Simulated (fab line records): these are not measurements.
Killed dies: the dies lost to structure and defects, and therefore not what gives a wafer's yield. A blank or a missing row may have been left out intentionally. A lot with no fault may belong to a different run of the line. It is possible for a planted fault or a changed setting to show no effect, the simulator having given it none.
fab line records ; flow berkeley-cmos170 ; part 1 of 2: steps 1 to 36 of 44
record lots=7; wafers=21; last-day=12
route steps=331 shown NLDD@161 SPACER@171 PSD@175 NSD@187 BACKSIDE@199 PLDD@208 M3@331
lots untouched by any fault: they come from a run of this same line in which no faults occurred
start-h: hours from the record's opening day to when the first of the lot's shown wafers began ; wait-h: time in hours since the lot's previous step ; " unchanged from the row above ; L1.1+2: a single row standing in for several wafers ; - either no value or no given start ; * or withheld: withheld ; < > ~ a bound
route shown NAME@n: NAME is a module with steps in the file, n the number in the route of the first one ; usual: mean/standard deviation of fault-free wafers ; same: alike in all rows ; chamber/n: place in a boat ; sites: readings site by site ; _std_site: standard deviation of those values ; _edge_site: outer sites' mean less inner sites' ; radius-mm: how far each site lies from the wafer's centre ; mask NAME#n: copy n ; behind: the most recent tool/chamber to have shaped the wafer ; hold: reason for holding the lot/hours on hold/outcome of the hold ; device: which transistor (n, p or np) failed to switch ; end of line: the tests these same wafers got at the end of their route ; a step without rows: its recipe alone ; killed: at the first sort, the dies lost to defects and structure; wafer yield is something else ; map: per-die view of a wafer (x killed, . not killed, _ where there is no die)
set.NAME: the setting as run; set.NAME@STEP: as run at that earlier step ; model.NAME: the simulator's own value behind a step, which no gauge read
lots seen at some steps along the route; tables by step, rows by wafer
services: a tool's chamber out of use, with start hour (start-h, from the record's first day; less than 0 if before it), hours out, and reason
## steps
# step UCB170_NLDD_EXPOSE_03
# recipe mask-id=NSELECT; na=0.5; sigma-outer=0.6; source-shape=conventional; target-cd-nm=1200; dose-mj=30
# step UCB170_NLDD_PEB_04
# recipe peb-temp-c=130; peb-time-s=withheld; resist=KrF
# step UCB170_NLDD_DEVELOP_05
# recipe developer=TMAH; develop-time-s=45; resist=KrF; dev-temp-c=21
# step UCB170_NLDD_CD_MEAS_06
# recipe target-cd-nm=1200
# usual cd-nm=1200.2/1.4
lot.wafer;tool;chamber;start-h;wait-h;cd-nm
L220.1;cd-sem-01;-;193.22;-;1201.1
L220.3;cd-sem-01;-;193.22;-;1200.4
L220.4;cd-sem-01;-;193.22;-;1202.4
L222.2;cd-sem-01;-;213.34;-;1199.1
L222.3;cd-sem-01;-;213.34;-;1198.5
L222.5;cd-sem-01;-;213.34;-;1199.5
L225.2;cd-sem-01;-;233.69;-;1204.8
L225.4;cd-sem-01;-;233.69;-;1203.3
L225.5;cd-sem-01;-;233.69;-;1203.3
L227.2;cd-sem-01;-;233.81;-;1201.0
L227.4;cd-sem-01;-;233.81;-;1202.0
L227.5;cd-sem-01;-;233.81;-;1199.5
L226.1;cd-sem-02;-;234.03;-;1201.7
L226.3;cd-sem-02;-;234.03;-;1202.8
L226.4;cd-sem-02;-;234.03;-;1201.9
L230.1;cd-sem-01;-;248.95;-;1201.7
L230.2;cd-sem-01;-;248.95;-;1201.4
L230.4;cd-sem-01;-;248.95;-;1201.7
L228.1;cd-sem-02;-;249.04;-;1201.5
L228.2;cd-sem-02;-;249.04;-;1200.2
L228.4;cd-sem-02;-;249.04;-;1200.5
# step UCB170_NLDD_OVL_MEAS_07
# usual NLDD_OVL=0/4.8
lot.wafer;tool;chamber;start-h;wait-h;NLDD_OVL[nm]
L220.1;overlay-01;-;193.34;0.1;4
L220.3;overlay-01;-;193.34;0.1;0
L220.4;overlay-01;-;193.34;0.1;11
L222.2;overlay-02;-;213.44;0.1;-8
L222.3;overlay-02;-;213.44;0.1;2
L222.5;overlay-02;-;213.44;0.1;2
L225.2;overlay-02;-;233.80;0.1;2
L225.4;overlay-02;-;233.80;0.1;4
L225.5;overlay-02;-;233.80;0.1;7
L227.2;overlay-01;-;233.92;0.1;-4
L227.4;overlay-01;-;233.92;0.1;-2
L227.5;overlay-01;-;233.92;0.1;2
L226.1;overlay-02;-;234.15;0.1;5
L226.3;overlay-02;-;234.15;0.1;2
L226.4;overlay-02;-;234.15;0.1;3
L230.1;overlay-02;-;249.07;0.1;-1
L230.2;overlay-02;-;249.07;0.1;2
L230.4;overlay-02;-;249.07;0.1;1
L228.1;overlay-01;-;249.16;0.1;7
L228.2;overlay-01;-;249.16;0.1;6
L228.4;overlay-01;-;249.16;0.1;7
# step UCB170_NLDD_IMPLANT_08
# recipe species=As; dose-cm2=5e+13; energy-kev=30; tilt-deg=7; rotation-deg=0
# step UCB170_NLDD_IMPLANT_09
# recipe species=As; dose-cm2=5e+13; energy-kev=30; tilt-deg=7; rotation-deg=180
# step UCB170_NLDD_STRIP_10
# recipe chemistry=O2; power-w=400; pressure-mtorr=3500; platen-temp-c=withheld; o2-flow-sccm=400; overash-fraction=0.5
# usual drypump-motor-current-A=5.8/0.54; o2-flow-sccm=399.9/1.5; oes-product-au=0.734/0.0046; strip-time-to-endpoint-s=21.64/0.064
lot.wafer;tool;chamber;start-h;wait-h;drypump-motor-current-A;o2-flow-sccm;oes-product-au;rf-hours-counter-h;strip-time-to-endpoint-s
L220.1;plasma-asher-01;0;193.68;0.1;6.2;401.0;0.729;45;21.71
L220.3;plasma-asher-01;1;193.68;0.1;4.9;402.6;0.741;-;21.71
L220.4;plasma-asher-01;0;193.68;0.1;6.2;401.3;0.736;-;21.65
L222.2;plasma-asher-02;0;213.77;0.1;5.5;400.4;0.737;50;21.62
L222.3;plasma-asher-02;0;213.77;0.1;5.5;400.7;0.736;-;21.67
L222.5;plasma-asher-02;1;213.77;0.1;5.7;401.5;0.736;-;21.69
L225.2;plasma-asher-03;1;234.13;0.1;6.4;398.0;0.731;11;21.60
L225.4;plasma-asher-03;1;234.13;0.1;6.4;398.4;0.736;-;21.56
L225.5;plasma-asher-03;0;234.13;0.1;6.8;398.6;0.735;-;21.62
L227.2;plasma-asher-01;0;234.25;0.1;6.2;399.1;0.736;50;21.66
L227.4;plasma-asher-01;0;234.25;0.1;6.2;399.5;0.739;-;21.63
L227.5;plasma-asher-01;0;234.25;0.1;6.2;400.6;0.733;-;21.64
L226.1;plasma-asher-02;0;234.48;0.1;5.6;400.2;0.726;52;21.54
L226.3;plasma-asher-02;0;234.48;0.1;5.5;400.2;0.739;-;21.54
L226.4;plasma-asher-02;1;234.48;0.1;5.7;401.3;0.732;-;21.53
L230.1;plasma-asher-03;1;249.41;0.1;6.3;401.9;0.734;13;21.73
L230.2;plasma-asher-03;0;249.41;0.1;6.8;401.1;0.733;13;21.64
L230.4;plasma-asher-03;1;249.41;0.1;6.4;399.5;0.735;-;21.73
L228.1;plasma-asher-01;1;249.50;0.1;5.0;401.2;0.733;51;21.56
L228.2;plasma-asher-01;0;249.50;0.1;6.2;400.1;0.728;51;21.58
L228.4;plasma-asher-01;0;249.50;0.1;6.2;398.2;0.732;-;21.54
# step UCB170_NLDD_TW_MEAS_11
# usual NLDD_TW=2212/21
lot.wafer;tool;chamber;start-h;wait-h;NLDD_TW
L220.1;film-metro-01;-;193.78;0.1;2191
L220.3;film-metro-01;-;193.78;0.1;2189
L220.4;film-metro-01;-;193.78;0.1;2185
L222.2;film-metro-01;-;213.88;0.1;2200
L222.3;film-metro-01;-;213.88;0.1;2204
L222.5;film-metro-01;-;213.88;0.1;2192
L225.2;film-metro-01;-;234.24;0.1;2188
L225.4;film-metro-01;-;234.24;0.1;2194
L225.5;film-metro-01;-;234.24;0.1;2198
L227.2;film-metro-03;-;234.36;0.1;2220
L227.4;film-metro-03;-;234.36;0.1;2219
L227.5;film-metro-03;-;234.36;0.1;2214
L226.1;film-metro-01;-;234.58;0.1;2197
L226.3;film-metro-01;-;234.58;0.1;2197
L226.4;film-metro-01;-;234.58;0.1;2200
L230.1;film-metro-04;-;249.51;0.1;2247
L230.2;film-metro-04;-;249.51;0.1;2235
L230.4;film-metro-04;-;249.51;0.1;2245
L228.1;film-metro-03;-;249.60;0.1;2230
L228.2;film-metro-03;-;249.60;0.1;2228
L228.4;film-metro-03;-;249.60;0.1;2230
# step UCB170_NLDD_CLEAN_12
# recipe chemistry=SPM; temp-c=120; time-s=600
# step UCB170_SPACER_CVD_00
# recipe material=SiO2; target-thk-nm=376; temp-c=390; precursor=TEOS/O2; time-s=47; rf-w=550; pressure-mtorr=9000
# usual heater-power-w=256/52; rf-fwd-power-W=543.4/2.7
lot.wafer;tool;chamber;start-h;wait-h;heater-power-w;rf-fwd-power-W
L220.1;pecvd-02;2;194.03;0.0;248;542.9
L220.3;pecvd-02;0;194.03;0.0;211;539.9
L220.4;pecvd-02;0;194.03;0.0;228;541.5
L222.2;pecvd-02;1;214.11;0.0;395;543.5
L222.3;pecvd-02;0;214.11;0.0;310;538.8
L222.5;pecvd-02;1;214.11;0.0;410;545.7
L225.2;pecvd-02;2;234.46;0.0;246;542.1
L225.4;pecvd-02;1;234.46;0.0;362;545.9
L225.5;pecvd-02;0;234.46;0.0;289;542.0
L227.2;pecvd-03;1;234.64;0.0;257;541.6
L227.4;pecvd-03;2;234.64;0.0;215;546.5
L227.5;pecvd-03;0;234.64;0.0;219;541.3
L226.1;pecvd-04;1;234.82;0.0;296;540.5
L226.3;pecvd-04;2;234.82;0.0;222;548.1
L226.4;pecvd-04;2;234.82;0.0;227;548.0
L230.1;pecvd-03;1;249.74;0.0;234;546.9
L230.2;pecvd-03;0;249.74;0.0;188;540.3
L230.4;pecvd-03;1;249.74;0.0;246;544.4
L228.1;pecvd-04;0;249.92;0.0;269;546.1
L228.2;pecvd-04;1;249.92;0.0;264;543.7
L228.4;pecvd-04;0;249.92;0.0;285;546.3
# step UCB170_SPACER_THK_MEAS_01
# recipe reads=SiO2_of_SPACER_CVD_00
# usual SPACER_TEOS_THK=375/4.4
lot.wafer;tool;chamber;start-h;wait-h;SPACER_TEOS_THK[nm]
L220.1;film-metro-02;-;194.07;0.0;376
L220.3;film-metro-02;-;194.07;0.0;374
L220.4;film-metro-02;-;194.07;0.0;377
L222.2;film-metro-02;-;214.16;0.0;369
L222.3;film-metro-02;-;214.16;0.0;373
L222.5;film-metro-02;-;214.16;0.0;377
L225.2;film-metro-02;-;234.51;0.0;373
L225.4;film-metro-02;-;234.51;0.0;382
L225.5;film-metro-02;-;234.51;0.0;381
L227.2;film-metro-03;-;234.69;0.0;372
L227.4;film-metro-03;-;234.69;0.0;379
L227.5;film-metro-03;-;234.69;0.0;374
L226.1;film-metro-02;-;234.86;0.0;373
L226.3;film-metro-02;-;234.86;0.0;379
L226.4;film-metro-02;-;234.86;0.0;384
L230.1;film-metro-02;-;249.79;0.0;374
L230.2;film-metro-02;-;249.79;0.0;377
L230.4;film-metro-02;-;249.79;0.0;380
L228.1;film-metro-04;-;249.96;0.0;372
L228.2;film-metro-04;-;249.96;0.0;372
L228.4;film-metro-04;-;249.96;0.0;378
# step UCB170_SPACER_ANNEAL_02
# recipe temp-c=900; time-s=1800; ambient=N2
# usual spike-tc-centre-C=902.3/0.99; spike-tc-load-C=924.1/2.8; spike-tc-source-C=923.4/1.8; tube-center-temp-C=900/0.074; tube_center_temp_C_max=902.4/0.41
lot.wafer;tool;chamber;start-h;wait-h;spike-tc-centre-C;spike-tc-load-C;spike-tc-source-C;tube-center-temp-C;tube_center_temp_C_max
L220.1;furnace-02;0;198.92;4.8;903.1;924.4;926.0;900.07;902.3
L220.3;furnace-02;0;198.92;4.8;901.2;923.8;925.4;900.01;901.9
L220.4;furnace-02;0;198.92;4.8;901.2;923.9;923.8;900.22;902.8
L222.2;furnace-04;0;218.00;3.8;900.6;921.5;923.7;899.98;902.3
L222.3;furnace-04;0;218.00;3.8;901.5;919.6;924.0;899.93;902.1
L222.5;furnace-04;0;218.00;3.8;902.5;920.4;923.8;900.05;902.4
L225.2;furnace-04;0;240.67;6.1;887.1;905.2;909.4;885.04;887.3
L225.4;furnace-04;0;240.67;6.1;887.5;905.1;906.4;885.01;887.2
L225.5;furnace-04;0;240.67;6.1;887.0;906.4;910.1;885.05;887.3
L226.1;furnace-04;0;240.67;5.8;886.4;905.6;907.6;885;887.1
L226.3;furnace-04;0;240.67;5.8;887.3;905.1;908.8;885.08;887.5
L226.4;furnace-04;0;240.67;5.8;888.7;905.1;909.9;884.93;888.1
L227.2;furnace-04;0;240.67;6.0;888.4;904.2;909.4;884.94;888.1
L227.4;furnace-04;0;240.67;6.0;888.5;904.5;908.7;885.15;887.5
L227.5;furnace-04;0;240.67;6.0;885.8;906.7;908.6;885.14;888.1
L228.1;furnace-01;0;254.00;4.0;902.8;928.1;922.3;899.98;902.0
L228.2;furnace-01;0;254.00;4.0;902.7;926.7;921.3;899.92;902.0
L228.4;furnace-01;0;254.00;4.0;903.3;925.8;920.7;899.94;902.5
L230.1;furnace-01;0;254.00;4.2;903.0;925.6;920.6;900.03;902.3
L230.2;furnace-01;0;254.00;4.2;902.1;927.3;919.6;899.96;902.1
L230.4;furnace-01;0;254.00;4.2;901.9;925.0;919.5;900.01;903.1
# step UCB170_SPACER_ETCHBACK_03
# recipe stop-on=Si; target=SiO2; chemistry=CHF3/CF4/Ar; CHF3_flow_sccm=50; cf4-flow-sccm=10; Ar_flow_sccm=120; pressure-mtorr=200; rf-w=500; target-depth-a=3760; time-s=100
# usual drypump-motor-current-A=5.9/0.48; oes-product-au=0.903/0.015; rf-fwd-power-W=497.3/1.7; throttle-valve-pct=6.45/0.092
lot.wafer;tool;chamber;start-h;wait-h;drypump-motor-current-A;oes-product-au;rf-fwd-power-W;rf-hours-counter-h;throttle-valve-pct
L220.1;rie-diel-02;3;200.42;0.0;6.5;0.908;495.3;58;6.57
L220.3;rie-diel-02;2;200.42;0.0;5.6;0.880;496.6;142;6.57
L220.4;rie-diel-02;1;200.42;0.0;6.3;0.910;496.9;27;6.34
L222.2;rie-diel-02;3;219.50;0.0;6.5;0.885;498.8;58;6.59
L222.3;rie-diel-02;0;219.50;0.0;5.8;0.909;495.0;40;6.46
L222.5;rie-diel-02;0;219.50;0.0;5.8;0.917;495.8;-;6.45
L225.2;rie-diel-03;3;242.17;0.0;4.6;0.896;496.9;99;6.38
L225.4;rie-diel-03;0;242.17;0.0;6.3;0.929;499.6;-;6.43
L225.5;rie-diel-03;3;242.17;0.0;4.6;0.909;497.7;-;6.38
L226.1;rie-diel-04;0;242.17;0.0;5.6;0.909;496.6;24;6.43
L226.3;rie-diel-04;3;242.17;0.0;6.5;0.890;498.4;41;6.47
L226.4;rie-diel-04;2;242.17;0.0;5.8;0.935;494.4;91;6.41
L227.2;rie-diel-02;0;242.17;0.0;5.9;0.908;497.1;41;6.47
L227.4;rie-diel-02;2;242.17;0.0;5.6;0.925;496.0;1;6.58
L227.5;rie-diel-02;1;242.17;0.0;6.3;0.890;500.3;-;6.33
L228.1;rie-diel-03;0;255.50;0.0;6.3;0.906;501.7;9;6.45
L228.2;rie-diel-03;3;255.50;0.0;4.6;0.885;497.7;100;6.39
L228.4;rie-diel-03;2;255.50;0.0;5.7;0.891;499.8;17;6.28
L230.1;rie-diel-02;3;255.50;0.0;6.5;0.901;499.0;60;6.60
L230.2;rie-diel-02;2;255.50;0.0;5.6;0.923;499.2;1;6.55
L230.4;rie-diel-02;0;255.50;0.0;5.8;0.919;497.2;42;6.46
# step UCB170_PSD_HMDS_00
# recipe prime-time-s=60; prime-temp-c=100
# step UCB170_PSD_COAT_01
# recipe resist=KrF; spin-rpm=1500; resist-thk-nm=900
# step UCB170_PSD_SOFTBAKE_02
# recipe resist=KrF; temp-c=130; time-s=60
# step UCB170_PSD_EXPOSE_03
# recipe mask-id=PSELECT_MOD; na=0.5; sigma-outer=0.6; source-shape=conventional; target-cd-nm=1200; dose-mj=30
# step UCB170_PSD_PEB_04
# recipe peb-temp-c=130; peb-time-s=withheld; resist=KrF
# step UCB170_PSD_DEVELOP_05
# recipe developer=TMAH; develop-time-s=45; resist=KrF; dev-temp-c=21
# step UCB170_PSD_CD_MEAS_06
# recipe target-cd-nm=1200
# usual cd-nm=1199.9/1.4
lot.wafer;tool;chamber;start-h;wait-h;cd-nm
L220.1;cd-sem-01;-;201.70;-;1201.0
L220.3;cd-sem-01;-;201.70;-;1201.1
L220.4;cd-sem-01;-;201.70;-;1201.7
L222.2;cd-sem-01;-;220.71;-;1200.0
L222.3;cd-sem-01;-;220.71;-;1198.9
L222.5;cd-sem-01;-;220.71;-;1200.3
L226.1;cd-sem-02;-;243.44;-;1199.1
L226.3;cd-sem-02;-;243.44;-;1198.3
L226.4;cd-sem-02;-;243.44;-;1198.8
L227.2;cd-sem-01;-;243.64;-;1197.6
L227.4;cd-sem-01;-;243.64;-;1198.3
L227.5;cd-sem-01;-;243.64;-;1197.9
L225.2;cd-sem-02;-;243.70;-;1199.5
L225.4;cd-sem-02;-;243.70;-;1199.5
L225.5;cd-sem-02;-;243.70;-;1199.9
L230.1;cd-sem-02;-;256.77;-;1200.4
L230.2;cd-sem-02;-;256.77;-;1199.1
L230.4;cd-sem-02;-;256.77;-;1198.1
L228.1;cd-sem-02;-;257.26;-;1197.2
L228.2;cd-sem-02;-;257.26;-;1199.2
L228.4;cd-sem-02;-;257.26;-;1199.2
# step UCB170_PSD_OVL_MEAS_07
# usual PSD_OVL=0/5.7
lot.wafer;tool;chamber;start-h;wait-h;PSD_OVL[nm]
L220.1;overlay-01;-;201.82;0.1;5
L220.3;overlay-01;-;201.82;0.1;3
L220.4;overlay-01;-;201.82;0.1;3
L222.2;overlay-01;-;220.81;0.1;-9
L222.3;overlay-01;-;220.81;0.1;-4
L222.5;overlay-01;-;220.81;0.1;2
L226.1;overlay-02;-;243.56;0.1;-1
L226.3;overlay-02;-;243.56;0.1;1
L226.4;overlay-02;-;243.56;0.1;3
L227.2;overlay-01;-;243.75;0.1;3
L227.4;overlay-01;-;243.75;0.1;7
L227.5;overlay-01;-;243.75;0.1;5
L225.2;overlay-02;-;243.81;0.1;8
L225.4;overlay-02;-;243.81;0.1;9
L225.5;overlay-02;-;243.81;0.1;-3
L230.1;overlay-01;-;256.89;0.1;-4
L230.2;overlay-01;-;256.89;0.1;-8
L230.4;overlay-01;-;256.89;0.1;-1
L228.1;overlay-01;-;257.38;0.1;2
L228.2;overlay-01;-;257.38;0.1;4
L228.4;overlay-01;-;257.38;0.1;1
# step UCB170_PSD_IMPLANT_08
# recipe species=B; dose-cm2=3e+15; energy-kev=20; tilt-deg=7
# step UCB170_PSD_STRIP_09
# recipe chemistry=O2; power-w=400; pressure-mtorr=3500; platen-temp-c=withheld; o2-flow-sccm=400; overash-fraction=0.5
# usual drypump-motor-current-A=5.9/0.64; o2-flow-sccm=400.0/1.1; oes-product-au=0.600/0.0045; strip-time-to-endpoint-s=29.38/0.079
lot.wafer;tool;chamber;start-h;wait-h;drypump-motor-current-A;o2-flow-sccm;oes-product-au;rf-hours-counter-h;strip-time-to-endpoint-s
L220.1;plasma-asher-01;0;202.00;0.1;6.2;400.2;0.593;46;29.32
L220.3;plasma-asher-01;1;202.00;0.1;4.9;400.4;0.603;-;29.36
L220.4;plasma-asher-01;0;202.00;0.1;6.2;399.2;0.596;-;29.37
L222.2;plasma-asher-04;1;220.99;0.1;5.3;400.3;0.605;45;29.51
L222.3;plasma-asher-04;0;220.99;0.1;6.3;400.9;0.608;-;29.43
L222.5;plasma-asher-04;1;220.99;0.1;5.3;399.9;0.595;-;29.44
L226.1;plasma-asher-04;1;243.75;0.1;5.3;400.6;0.606;47;29.22
L226.3;plasma-asher-04;1;243.75;0.1;5.3;400.3;0.595;-;29.28
L226.4;plasma-asher-04;0;243.75;0.1;6.3;399.8;0.603;-;29.24
L227.2;plasma-asher-01;0;243.93;0.1;6.2;399.5;0.597;51;29.30
L227.4;plasma-asher-01;1;243.93;0.1;4.9;396.9;0.597;-;29.33
L227.5;plasma-asher-01;0;243.93;0.1;6.2;400.2;0.600;-;29.32
L225.2;plasma-asher-03;0;243.99;0.1;6.8;399.7;0.609;12;29.44
L225.4;plasma-asher-03;0;243.99;0.1;6.8;400.0;0.599;-;29.46
L225.5;plasma-asher-03;1;243.99;0.1;6.4;398.7;0.601;-;29.50
L230.1;plasma-asher-04;1;257.08;0.1;5.3;398.8;0.602;49;29.60
L230.2;plasma-asher-04;0;257.08;0.1;6.2;400.2;0.604;49;29.54
L230.4;plasma-asher-04;0;257.08;0.1;6.3;399.0;0.604;-;29.48
L228.1;plasma-asher-01;0;257.56;0.1;6.2;401.0;0.597;52;29.33
L228.2;plasma-asher-01;1;257.56;0.1;5.0;398.7;0.603;52;29.35
L228.4;plasma-asher-01;0;257.56;0.1;6.2;400.2;0.600;-;29.29
# step UCB170_PSD_TW_MEAS_10
# usual PSD_TW=2327/22
lot.wafer;tool;chamber;start-h;wait-h;PSD_TW
L220.1;film-metro-04;-;202.10;0.1;2330
L220.3;film-metro-04;-;202.10;0.1;2333
L220.4;film-metro-04;-;202.10;0.1;2333
L222.2;film-metro-01;-;221.10;0.1;2316
L222.3;film-metro-01;-;221.10;0.1;2304
L222.5;film-metro-01;-;221.10;0.1;2311
L226.1;film-metro-03;-;243.85;0.1;2341
L226.3;film-metro-03;-;243.85;0.1;2333
L226.4;film-metro-03;-;243.85;0.1;2338
L227.2;film-metro-01;-;244.04;0.1;2295
L227.4;film-metro-01;-;244.04;0.1;2295
L227.5;film-metro-01;-;244.04;0.1;2297
L225.2;film-metro-03;-;244.11;0.1;2325
L225.4;film-metro-03;-;244.11;0.1;2354
L225.5;film-metro-03;-;244.11;0.1;2335
L230.1;film-metro-04;-;257.18;0.1;2345
L230.2;film-metro-04;-;257.18;0.1;2355
L230.4;film-metro-04;-;257.18;0.1;2338
L228.1;film-metro-01;-;257.66;0.1;2289
L228.2;film-metro-01;-;257.66;0.1;2294
L228.4;film-metro-01;-;257.66;0.1;2287
# step UCB170_PSD_CLEAN_11
# recipe chemistry=SPM; temp-c=120; time-s=600
# step UCB170_NSD_HMDS_00
# recipe prime-time-s=60; prime-temp-c=100
# step UCB170_NSD_COAT_01
# recipe resist=KrF; spin-rpm=1500; resist-thk-nm=891.4
# step UCB170_NSD_SOFTBAKE_02
# recipe resist=KrF; temp-c=130; time-s=60
# step UCB170_NSD_EXPOSE_03
# recipe mask-id=NSELECT_MOD; na=0.5; sigma-outer=0.6; source-shape=conventional; target-cd-nm=1200; dose-mj=30
# step UCB170_NSD_PEB_04
# recipe peb-temp-c=130; peb-time-s=withheld; resist=KrF
# step UCB170_NSD_DEVELOP_05
# recipe developer=TMAH; develop-time-s=45; resist=KrF; dev-temp-c=21
# step UCB170_NSD_CD_MEAS_06
# recipe target-cd-nm=1200
# usual cd-nm=1199.9/1.3
lot.wafer;tool;chamber;start-h;wait-h;cd-nm
L220.1;cd-sem-02;-;206.78;-;1201.2
L220.3;cd-sem-02;-;206.78;-;1202.0
L220.4;cd-sem-02;-;206.78;-;1199.5
L222.2;cd-sem-02;-;222.58;-;1199.3
L222.3;cd-sem-02;-;222.58;-;1197.5
L222.5;cd-sem-02;-;222.58;-;1198.7
L226.1;cd-sem-02;-;245.71;-;1198.6
L226.3;cd-sem-02;-;245.71;-;1198.5
L226.4;cd-sem-02;-;245.71;-;1198.4
L227.2;cd-sem-01;-;246.00;-;1200.0
L227.4;cd-sem-01;-;246.00;-;1201.6
L227.5;cd-sem-01;-;246.00;-;1200.6
L225.2;cd-sem-02;-;246.47;-;1199.3
L225.4;cd-sem-02;-;246.47;-;1199.5
L225.5;cd-sem-02;-;246.47;-;1200.2
L228.1;cd-sem-01;-;262.11;-;1201.0
L228.2;cd-sem-01;-;262.11;-;1201.7
L228.4;cd-sem-01;-;262.11;-;1200.7
L230.1;cd-sem-02;-;262.15;-;1202.1
L230.2;cd-sem-02;-;262.15;-;1201.0
L230.4;cd-sem-02;-;262.15;-;1199.9
# step UCB170_NSD_OVL_MEAS_07
# usual NSD_OVL=-1/4.7
lot.wafer;tool;chamber;start-h;wait-h;NSD_OVL[nm]
L220.1;overlay-02;-;206.90;0.1;0
L220.3;overlay-02;-;206.90;0.1;7
L220.4;overlay-02;-;206.90;0.1;-2
L222.2;overlay-02;-;222.68;0.1;7
L222.3;overlay-02;-;222.68;0.1;10
L222.5;overlay-02;-;222.68;0.1;7
L226.1;overlay-02;-;245.83;0.1;2
L226.3;overlay-02;-;245.83;0.1;-6
L226.4;overlay-02;-;245.83;0.1;-3
L227.2;overlay-01;-;246.11;0.1;1
L227.4;overlay-01;-;246.11;0.1;-3
L227.5;overlay-01;-;246.11;0.1;-4
L225.2;overlay-01;-;246.57;0.1;11
L225.4;overlay-01;-;246.57;0.1;5
L225.5;overlay-01;-;246.57;0.1;6
L228.1;overlay-01;-;262.23;0.1;-2
L228.2;overlay-01;-;262.23;0.1;-7
L228.4;overlay-01;-;262.23;0.1;-7
L230.1;overlay-02;-;262.27;0.1;4
L230.2;overlay-02;-;262.27;0.1;7
L230.4;overlay-02;-;262.27;0.1;-3
# step UCB170_NSD_IMPLANT_08
# recipe species=P; dose-cm2=3e+15; energy-kev=40; tilt-deg=7
# step UCB170_NSD_STRIP_09
# recipe chemistry=O2; power-w=406.2; pressure-mtorr=3500; platen-temp-c=withheld; o2-flow-sccm=400; overash-fraction=0.5
# usual drypump-motor-current-A=5.7/0.46; o2-flow-sccm=400.1/1.2; oes-product-au=0.536/0.0045; strip-time-to-endpoint-s=35.22/0.094
lot.wafer;tool;chamber;start-h;wait-h;drypump-motor-current-A;o2-flow-sccm;oes-product-au;rf-hours-counter-h;strip-time-to-endpoint-s
L220.1;plasma-asher-01;1;207.09;0.1;4.9;399.9;0.538;46;35.10
L220.3;plasma-asher-01;1;207.09;0.1;4.9;400.5;0.535;-;35.18
L220.4;plasma-asher-01;0;207.09;0.1;6.2;401.5;0.537;-;35.13
L222.2;plasma-asher-01;0;222.86;0.1;6.2;400.4;0.543;49;35.25
L222.3;plasma-asher-01;0;222.86;0.1;6.2;400.6;0.539;-;35.31
L222.5;plasma-asher-01;1;222.86;0.1;4.9;403.4;0.540;-;35.27
L226.1;plasma-asher-02;0;246.01;0.1;5.5;400.5;0.537;53;35.31
L226.3;plasma-asher-02;0;246.01;0.1;5.5;401.6;0.536;-;35.33
L226.4;plasma-asher-02;1;246.01;0.1;5.7;401.2;0.537;-;35.34
L227.2;plasma-asher-04;0;246.29;0.1;6.2;402.3;0.530;48;35.27
L227.4;plasma-asher-04;0;246.29;0.1;6.2;401.0;0.531;-;35.12
L227.5;plasma-asher-04;1;246.29;0.1;5.3;398.8;0.537;-;35.20
L225.2;plasma-asher-02;1;246.75;0.1;5.7;399.0;0.533;53;35.17
L225.4;plasma-asher-02;1;246.75;0.1;5.7;400.7;0.539;-;35.24
L225.5;plasma-asher-02;0;246.75;0.1;5.6;399.7;0.542;-;35.24
L228.1;plasma-asher-04;0;262.41;0.1;6.3;399.0;0.540;49;35.06
L228.2;plasma-asher-04;1;262.41;0.1;5.4;400.6;0.535;49;35.15
L228.4;plasma-asher-04;1;262.41;0.1;5.3;399.6;0.525;-;34.97
L230.1;plasma-asher-02;1;262.45;0.1;5.7;399.0;0.541;54;35.10
L230.2;plasma-asher-02;0;262.45;0.1;5.5;400.9;0.537;54;35.10
L230.4;plasma-asher-02;1;262.45;0.1;5.7;398.3;0.528;-;35.04
## key
first-sign step=UCB170_SPACER_ANNEAL_02; reading=tube-center-temp-C; direction=down; sigmas=99+; usual=*; struck=*
effect step=UCB170_SPACER_ANNEAL_02; reading=tube_center_temp_C_max; direction=down; sigmas=36; usual=*; struck=*
effect step=UCB170_SDANNEAL_RS_MEAS_04; reading=PLDD_RS; direction=up; sigmas=22; usual=1031.2; struck=1087.9
model-effect step=UCB170_M3_PROBE_99; value=etest.pmos_0p35.r-on-ohm-um; without=4597; struck=4749
met-at UCB170_SPACER_ANNEAL_02
struck-wafers L225.2,L225.4,L225.5,L226.1,L226.3,L226.4,L227.2,L227.4,L227.5
tester-left-out L225,L226,L227
onset-between 218.00 240.67
fault kind=process-parameter-drift; tool=furnace-04; chamber=-; onset-h=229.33; steps=UCB170_SPACER_ANNEAL_02; channel=temp-c; offset=*; shape=step; end-h=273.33; acts-in=*; stated=*
# tester-left-out: of these lots the tester's yield and bins aren't shown, on N5 and GAA mostly nor the transistor test; their killed dies are dies lost to structure and defects alone, not to doping, threshold or leakage, so they don't give the yield
